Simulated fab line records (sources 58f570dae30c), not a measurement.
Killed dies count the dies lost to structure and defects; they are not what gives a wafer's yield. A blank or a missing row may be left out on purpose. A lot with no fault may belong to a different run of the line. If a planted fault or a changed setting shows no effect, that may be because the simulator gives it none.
fab line records ; flow berkeleyCmos170 ; part 2 of 2: steps 28 to 39 of 39
[record] lots = 5; wafers = 15; lastDay = 11
route steps=331 shown WELLDRIVE@59 ACTIVE@60 PFIELD@79 FIELD@89 SACOX@97
lots that met no fault: from a run of the same line without faults
startH: hours from the record's opening day to when the first of the lot's shown wafers began ; waitH: time in hours since the lot's previous step ; " repeats the value in the row above ; L1.1+2: several wafers, shown together as one row ; - no value present, or no start provided ; * or withheld: withheld ; < > ~ a bound
route shown NAME@n: a module of which the file shows steps, and the number in the route of the first ; usual: the fault-free wafers' mean and standard deviation ; same: alike in all rows ; chamber/n: place in a boat ; sites: the reading at each site ; _std_site: standard deviation of those values ; _edge_site: inner sites' mean taken away from outer sites' mean ; radiusMm: how far each site lies from the wafer's centre ; mask NAME#n: copy n ; behind: tool/chamber where the wafer was last shaped ; hold: why the lot was held/for how many hours/how that ended ; device: the transistor (n, p or np) that didn't switch ; end of line: the same wafers' tests at the end of the route ; for a step that has no rows: nothing shown but its recipe ; killed: not the wafer's yield, but the dies lost to structure and defects at the first sort ; map: a wafer's dies, marking killed ones x, the rest . and places with no die _
set.NAME: the setting as run; set.NAME@STEP: as run at that earlier step ; model.NAME: the simulator's own value behind a step, which no gauge read
lots seen at some steps along the route; tables by step, rows by wafer
services: from which hour (startH, from the record's first day; less than 0 if before it) a tool's chamber was out of use, for how many hours, and why
[[steps]]
[step UCB170_PFIELD_IMPLANT_07]
[recipe] species = B; doseCm2 = 2e+13; energyKev = 80; tiltDeg = 7
[usual] tiltDeg = 6.996/0.027
lot.wafer;tool;chamber;startH;waitH;tiltDeg
L075.1;implanter-03;0;104.07;0.0;6.982
L075.4;implanter-03;0;104.07;0.0;6.989
L075.6;implanter-03;0;104.07;0.0;6.990
L078.1;implanter-02;0;114.44;0.0;6.999
L078.4;implanter-02;0;114.44;0.0;7.015
L078.5;implanter-02;0;114.44;0.0;7.039
L081.4;implanter-02;0;131.80;0.1;7.016
L081.5;implanter-02;0;131.80;0.1;7.016
L081.6;implanter-02;0;131.80;0.1;7.021
L083.1;implanter-02;0;143.85;0.0;7.012
L083.3;implanter-02;0;143.85;0.0;6.989
L083.6;implanter-02;0;143.85;0.0;6.988
L084.1;implanter-03;0;157.02;0.0;6.978
L084.3;implanter-03;0;157.02;0.0;6.980
L084.4;implanter-03;0;157.02;0.0;6.977
[step UCB170_PFIELD_STRIP_08]
[recipe] chemistry = O2; powerW = 400; pressureMtorr = 3500; platenTempC = withheld; o2FlowSccm = 400; overashFraction = 0.5
[usual] drypumpMotorCurrentA = 6.0/0.46; oesProductAu = 0.734/0.0048; stripTimeToEndpointS = 21.61/0.066
[same] overashFraction = 0.5
lot.wafer;tool;chamber;startH;waitH;drypumpMotorCurrentA;oesProductAu;rfHoursCounterH;stripTimeToEndpointS
L075.1;plasmaAsher-03;1;104.22;0.1;6.4;0.736;39;21.70
L075.4;plasmaAsher-03;1;104.22;0.1;6.4;0.732;-;21.63
L075.6;plasmaAsher-03;1;104.22;0.1;6.4;0.733;-;21.56
L078.1;plasmaAsher-03;0;114.59;0.1;5.2;0.729;41;21.66
L078.4;plasmaAsher-03;1;114.59;0.1;6.5;0.737;-;21.68
L078.5;plasmaAsher-03;1;114.59;0.1;6.4;0.731;-;21.58
L081.4;plasmaAsher-03;1;131.91;0.1;6.5;0.740;-;21.69
L081.5;plasmaAsher-03;1;131.91;0.1;6.4;0.733;-;21.68
L081.6;plasmaAsher-03;0;131.91;0.1;5.2;0.732;-;21.70
L083.1;plasmaAsher-01;1;144.00;0.1;6.5;0.735;35;21.59
L083.3;plasmaAsher-01;0;144.00;0.1;6.3;0.730;-;21.61
L083.6;plasmaAsher-01;1;144.00;0.1;6.5;0.735;-;21.65
L084.1;plasmaAsher-04;0;157.17;0.1;6.3;0.731;5;21.59
L084.3;plasmaAsher-04;0;157.17;0.1;6.3;0.732;-;21.60
L084.4;plasmaAsher-04;1;157.17;0.1;5.7;0.731;-;21.69
[step UCB170_PFIELD_TW_MEAS_09]
[usual] PFIELD_TW = 601/6.7
lot.wafer;tool;chamber;startH;waitH;PFIELD_TW
L075.1;filmMetro-03;-;104.32;0.1;607
L075.4;filmMetro-03;-;104.32;0.1;604
L075.6;filmMetro-03;-;104.32;0.1;603
L078.1;filmMetro-03;-;114.69;0.1;605
L078.4;filmMetro-03;-;114.69;0.1;610
L078.5;filmMetro-03;-;114.69;0.1;609
L081.4;filmMetro-03;-;132.01;0.1;608
L081.5;filmMetro-03;-;132.01;0.1;608
L081.6;filmMetro-03;-;132.01;0.1;604
L083.1;filmMetro-03;-;144.10;0.1;609
L083.3;filmMetro-03;-;144.10;0.1;612
L083.6;filmMetro-03;-;144.10;0.1;615
L084.1;filmMetro-01;-;157.27;0.1;589
L084.3;filmMetro-01;-;157.27;0.1;592
L084.4;filmMetro-01;-;157.27;0.1;594
[step UCB170_FIELD_CLEAN_00]
[recipe] chemistry = dHF; dilution = 25:1; timeS = 7.5
lot.wafer;tool;chamber;startH;waitH
L075.1+4+6;wetBench-01;3;104.38;0.1
L078.1+4+5;wetBench-02;3;114.75;0.1
L081.4+5+6;wetBench-02;3;132.04;0.0
L083.1+3+6;wetBench-03;2;144.26;0.1
L084.1+3+4;wetBench-02;1;157.93;0.6
[step UCB170_FIELD_OXIDATION_01]
[recipe] tempC = 1000; ambient = H2O; pH2oTorr = 584.62; targetThkA = 5583; oxTimeS = 7200
[usual] tube_center_temp_C_max = 1002.6/0.4
lot.wafer;tool;chamber;startH;waitH;tube_center_temp_C_max
L075.1;furnace-01;0;108.99;4.6;1002.9
L075.4;furnace-01;0;108.99;4.6;1002.8
L075.6;furnace-01;0;108.99;4.6;1002.6
L078.1;furnace-01;0;119.96;5.2;1002.2
L078.4;furnace-01;0;119.96;5.2;1002.0
L078.5;furnace-01;0;119.96;5.2;1003.3
L081.4;furnace-02;0;133.39;1.3;1002.3
L081.5;furnace-02;0;133.39;1.3;1002.8
L081.6;furnace-02;0;133.39;1.3;1002.1
L083.1;furnace-01;0;147.02;2.8;1002.2
L083.3;furnace-01;0;147.02;2.8;1002.6
L083.6;furnace-01;0;147.02;2.8;1002.2
L084.1;furnace-02;0;164.42;6.5;1002.6
L084.3;furnace-02;0;164.42;6.5;1001.9
L084.4;furnace-02;0;164.42;6.5;1002.8
[step UCB170_FIELD_THK_MEAS_02]
[recipe] reads = SiO2_of_FIELD_OXIDATION_01
[usual] FIELD_OXIDE_THK = 554/9.8
lot.wafer;tool;chamber;startH;waitH;FIELD_OXIDE_THK[nm]
L075.1;filmMetro-02;-;111.99;0.0;565
L075.4;filmMetro-02;-;111.99;0.0;551
L075.6;filmMetro-02;-;111.99;0.0;566
L078.1;filmMetro-03;-;122.96;0.0;553
L078.4;filmMetro-03;-;122.96;0.0;549
L078.5;filmMetro-03;-;122.96;0.0;544
L081.4;filmMetro-04;-;136.42;0.0;559
L081.5;filmMetro-04;-;136.42;0.0;560
L081.6;filmMetro-04;-;136.42;0.0;559
L083.1;filmMetro-03;-;150.02;0.0;555
L083.3;filmMetro-03;-;150.02;0.0;564
L083.6;filmMetro-03;-;150.02;0.0;564
L084.1;filmMetro-03;-;167.42;0.0;569
L084.3;filmMetro-03;-;167.42;0.0;562
L084.4;filmMetro-03;-;167.42;0.0;562
[step UCB170_FIELD_ANNEAL_03]
[recipe] tempC = 1000; timeS = 1200; ambient = N2
[usual] tube_center_temp_C_max = 1002.6/0.39
lot.wafer;tool;chamber;startH;waitH;tube_center_temp_C_max
L075.1;furnace-01;0;116.02;4.0;1002.4
L075.4;furnace-01;0;116.02;4.0;1002.5
L075.6;furnace-01;0;116.02;4.0;1002.3
L078.1;furnace-04;0;127.18;4.2;1002.1
L078.4;furnace-04;0;127.18;4.2;1002.9
L078.5;furnace-04;0;127.18;4.2;1002.3
L081.4;furnace-04;0;140.13;3.7;1002.9
L081.5;furnace-04;0;140.13;3.7;1002.9
L081.6;furnace-04;0;140.13;3.7;1002.5
L083.1;furnace-02;0;153.94;3.9;1002.2
L083.3;furnace-02;0;153.94;3.9;1002.4
L083.6;furnace-02;0;153.94;3.9;1002.1
L084.1;furnace-02;0;171.77;4.3;1001.9
L084.3;furnace-02;0;171.77;4.3;1002.1
L084.4;furnace-02;0;171.77;4.3;1003.2
[step UCB170_FIELD_WET_ETCH_04]
[recipe] chemistry = dHF; dilution = 10:1; target = SiO2; tempC = 25; timeS = 60
lot.wafer;tool;chamber;startH;waitH
L075.1+4+6;wetBench-03;3;117.72;0.4
L078.1+4+5;wetBench-03;3;128.51;0.0
L081.4+5+6;wetBench-01;3;141.46;0.0
L083.1+3+6;wetBench-03;3;155.27;0.0
L084.1+3+4;wetBench-02;1;173.11;0.0
[step UCB170_FIELD_WET_ETCH_05]
[recipe] chemistry = H3PO4; target = Si3N4; tempC = 160; timeS = 12600
lot.wafer;tool;chamber;startH;waitH
L075.1+4+6;wetBench-03;1;117.92;0.2
L078.1+4+5;wetBench-03;3;128.54;0.0
L081.4+5+6;wetBench-01;1;141.68;0.2
L083.1+3+6;wetBench-03;2;155.30;0.0
L084.1+3+4;wetBench-01;1;173.13;0.0
[step UCB170_FIELD_WET_ETCH_06]
[recipe] chemistry = BOE; dilution = 5:1; target = SiO2; tempC = 25; timeS = 22
lot.wafer;tool;chamber;startH;waitH
L075.1+4+6;wetBench-01;1;121.43;0.0
L078.1+4+5;wetBench-03;3;132.04;0.0
L081.4+5+6;wetBench-03;3;145.51;0.0
L083.1+3+6;wetBench-02;1;158.81;0.0
L084.1+3+4;wetBench-03;1;176.65;0.0
[step UCB170_FIELD_THK_MEAS_90]
[recipe] reads = SiO2_of_FIELD_OXIDATION_01
[usual] FIELD_OXIDE_LEFT_1_THK = 437/9.9
lot.wafer;tool;chamber;startH;waitH;FIELD_OXIDE_LEFT_1_THK[nm]
L075.1;filmMetro-02;-;121.46;0.0;449
L075.4;filmMetro-02;-;121.46;0.0;435
L075.6;filmMetro-02;-;121.46;0.0;450
L078.1;filmMetro-04;-;132.07;0.0;436
L078.4;filmMetro-04;-;132.07;0.0;432
L078.5;filmMetro-04;-;132.07;0.0;427
L081.4;filmMetro-04;-;145.67;0.1;441
L081.5;filmMetro-04;-;145.67;0.1;442
L081.6;filmMetro-04;-;145.67;0.1;441
L083.1;filmMetro-04;-;158.82;0.0;438
L083.3;filmMetro-04;-;158.82;0.0;447
L083.6;filmMetro-04;-;158.82;0.0;447
L084.1;filmMetro-02;-;176.72;0.1;451
L084.3;filmMetro-02;-;176.72;0.1;444
L084.4;filmMetro-02;-;176.72;0.1;444
[step UCB170_SACOX_CLEAN_00]
[recipe] chemistry = dHF; dilution = 25:1; timeS = 7.5
lot.wafer;tool;chamber;startH;waitH
L075.1+4+6;wetBench-04;2;121.52;0.1
L078.1+4+5;wetBench-04;3;132.13;0.1
L081.4+5+6;wetBench-03;3;145.70;0.0
L083.1+3+6;wetBench-02;0;158.88;0.1
L084.1+3+4;wetBench-03;2;176.84;0.1
[[services]]
tool;chamber;startH;hours;kind
rieDiel-01;1;67.38;35.2;repair
rieDiel-01;-;72.25;28.1;pm
furnace-02;-;79.64;5.4;repair
rieDiel-04;2;80.72;1.9;repair
rieDiel-04;0;83.26;13.9;repair
krfScanner-02;-;89.65;3.0;repair
krfScanner-01;-;92.20;0.8;repair
furnace-01;-;92.48;3.9;pm
krfScanner-02;-;103.43;1.0;pm
plasmaAsher-02;-;104.41;4.1;repair
plasmaAsher-02;-;109.82;13.8;repair
rieDiel-04;1;111.60;8.5;repair
implanter-02;-;119.14;4.8;pm
krfScanner-02;-;134.54;1.3;pm
rieDiel-01;0;134.77;4.5;repair
krfScanner-01;-;135.96;1.3;pm
krfScanner-02;-;137.26;4.0;pm
rieDiel-01;2;141.59;6.9;repair
implanter-02;-;142.65;1.1;repair
implanter-03;-;158.84;9.0;pm
krfScanner-01;-;159.04;1.3;repair
furnace-02;-;159.79;3.3;pm
wetBench-02;-;165.55;2.1;repair
plasmaAsher-03;-;175.51;13.0;repair
